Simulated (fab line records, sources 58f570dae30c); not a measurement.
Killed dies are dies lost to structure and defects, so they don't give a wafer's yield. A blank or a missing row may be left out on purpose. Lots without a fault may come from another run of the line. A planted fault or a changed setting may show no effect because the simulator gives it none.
Chamber matching | flow berkeley_cmos170 | UCB170_ZERO_ETCH_06 on rie_diel-03: 4 sister chambers
The step etches SiO2 in CHF3/CF4/Ar, time 12 s. 4 wafers are shown with their chamber, then 8 later ones without.

WAFERS WITH THEIR CHAMBER
wafer  | chamber | throttle_valve_pct (%)
L731.5 | 3       | 9.05
L733.2 | 0       | 9.12
L733.5 | 2       | 9.26
L735.1 | 1       | 9.22

WAFERS WITHOUT THEIR CHAMBER
wafer  | throttle_valve_pct (%)
L735.3 | 9.06
L735.6 | 9.06
L738.2 | 9.23
L738.3 | 9.25
L738.4 | 9.10
L739.3 | 9.26
L739.4 | 9.03
L739.5 | 9.25

WHICH CHAMBER EACH WENT THROUGH
wafer  | from the rows above     | in truth
L735.3 | 3                       | 3
L735.6 | 3                       | 3
L738.2 | can't be placed: 1 or 2 | 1
L738.3 | can't be placed: 2 or 1 | 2
L738.4 | 0                       | 0
L739.3 | 2                       | 2
L739.4 | 3                       | 3
L739.5 | can't be placed: 2 or 1 | 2
Placed correctly: 5 of 8. Can't be placed from these rows: 3 (the true chamber is among the candidates in 3). Placed wrongly: 0.
How it was worked out, from the rows above alone: a wafer's distance from a chamber is the root of the sum, over the readings, of the square of ((its reading less the chamber's mean) divided by the reading's scatter). The wafer belongs to the nearest chamber; if the next one is less than 2 further off, it can't be placed. A chamber's mean is the mean of its shown wafers. The scatter: with one shown wafer a chamber, the root of the mean of the squares of how far each hidden wafer lies from its nearest shown one.
